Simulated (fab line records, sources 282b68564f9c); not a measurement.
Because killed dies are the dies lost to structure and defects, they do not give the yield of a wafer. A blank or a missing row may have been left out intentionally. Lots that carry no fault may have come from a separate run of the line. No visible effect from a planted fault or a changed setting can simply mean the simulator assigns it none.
Which of the tools did it? + flow rit_cmos + 14 lots with 42 wafers sampled at 2 steps, on a route of 202 steps

WHAT THE GAUGES SHOWED, per wafer
The record holds no reading of a measuring or inspecting step that can be judged against a usual standard deviation.

EACH LOT AND THE TOOL THAT RAN IT (in order: tool; ch and the chambers of the sampled wafers; start)
| lot  | RIT_PSD_SOFTBAKE_02              | RIT_M1_PROBE_99        |
|------|----------------------------------|------------------------|
| L315 | litho_track-02 ch 0, day 3 02:46 | -                      |
| L316 | litho_track-02 ch 0, day 3 09:34 | -                      |
| L317 | litho_track-01 ch 0, day 3 15:14 | -                      |
| L318 | litho_track-01 ch 0, day 3 15:40 | -                      |
| L320 | litho_track-02 ch 0, day 4 05:40 | prober-01, day 4 14:40 |
| L323 | litho_track-01 ch 0, day 4 17:52 | prober-01, day 5 03:08 |
| L324 | litho_track-02 ch 0, day 5 02:05 | prober-02, day 5 12:34 |
| L327 | litho_track-01 ch 0, day 5 14:10 | -                      |
| L329 | litho_track-02 ch 0, day 5 23:15 | prober-01, day 6 08:40 |
| L330 | litho_track-02 ch 0, day 6 06:02 | -                      |
| L331 | litho_track-03 ch 0, day 6 09:22 | -                      |
| L332 | litho_track-02 ch 0, day 6 13:34 | -                      |
| L333 | litho_track-03 ch 0, day 6 17:34 | -                      |
| L335 | litho_track-03 ch 0, day 7 05:21 | -                      |
- RIT_PSD_SOFTBAKE_02: time 60 s.
- RIT_M1_PROBE_99

WHAT THE TOOLS THEMSELVES READ (means of the sampled wafers that have a number; where no wafer has one, the mark that the record gives instead)
RIT_PSD_SOFTBAKE_02. Usual: heater_power_total_W 34.57 W, standard deviation 0.055; plate_temp_C 89.99 C, standard deviation 0.12.
| lot  | tool           | heater_power_total_W (W) | plate_temp_C (C) | flag |
|------|----------------|--------------------------|------------------|------|
| L315 | litho_track-02 | 34.56                    | 89.87            |      |
| L316 | litho_track-02 | 34.60                    | 90.00            |      |
| L317 | litho_track-01 | 34.57                    | 90.08            |      |
| L318 | litho_track-01 | 34.56                    | 89.99            |      |
| L320 | litho_track-02 | 34.50                    | 89.93            |      |
| L323 | litho_track-01 | 38.49                    | 97.27            | OFF  |
| L324 | litho_track-02 | 34.57                    | 89.95            |      |
| L327 | litho_track-01 | 38.48                    | 97.17            | OFF  |
| L329 | litho_track-02 | 34.59                    | 90.01            |      |
| L330 | litho_track-02 | 34.58                    | 89.96            |      |
| L331 | litho_track-03 | 34.55                    | 89.89            |      |
| L332 | litho_track-02 | 34.59                    | 90.07            |      |
| L333 | litho_track-03 | 34.58                    | 90.13            |      |
| L335 | litho_track-03 | 34.61                    | 89.86            |      |

RIT_M1_PROBE_99. Usual: killed_at_M0_to_M3 0.0, standard deviation 0.12; killed_at_front_end 7, standard deviation 3.1; killed_dies 7, standard deviation 3.1; killed_open 3.5, standard deviation 2.2; killed_short 3.3, standard deviation 1.9.
| lot  | tool      | killed_at_M0_to_M3 | killed_at_front_end | killed_dies | killed_open | killed_short | flag |
|------|-----------|--------------------|---------------------|-------------|-------------|--------------|------|
| L320 | prober-01 | 0.0                | 6                   | 6           | 2.7         | 3.7          |      |
| L323 | prober-01 | 0.0                | 7                   | 7           | 3.7         | 3.0          |      |
| L324 | prober-02 | 0.0                | 7                   | 7           | 3.0         | 3.7          |      |
| L329 | prober-01 | 0.0                | 6                   | 6           | 1.7         | 4.7          |      |

THE ANSWER, worked out from the rows above alone
Rule: a lot counts as off when the mean over its wafers that have a number is more than 3 standard deviations away from the usual mean. A lot without any number at a reading at which 4 lots or more have one is off too. Where the step has rows for the other lots, those lots are counted as sound. First the gauges in route order, then the tools' own readings, where a lot's mean is used as printed above. The first step at which some lot is off is used, and at that step the reading that is off furthest; a lot without a number counts as furthest.
Off, at RIT_PSD_SOFTBAKE_02 on heater_power_total_W: L323, L327.
If a tool, at that step or one of the process steps before it, ran each lot that is off and ran no sound lot following the first of them, it fits. One fits: RIT_PSD_SOFTBAKE_02 on litho_track-01. Its last sound lot is L318 (day 3 15:40), its first lot that is off L323 (day 4 17:52): a fault that began between those two fits.
The tool's own readings at RIT_PSD_SOFTBAKE_02 bear it out: on the lots that are off they differ by more than 5 times the standard deviation of the sound lots' means. heater_power_total_W reads 38.48 W there against 34.57 W on the sound lots; plate_temp_C reads 97.22 C there against 89.98 C on the sound lots.

WHAT THE SIMULATOR HAD INSERTED
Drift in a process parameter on litho_track-01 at RIT_PSD_SOFTBAKE_02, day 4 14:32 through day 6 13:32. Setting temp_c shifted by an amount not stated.
Shown lots that were struck: L323, L327. Same finding as the rule above.
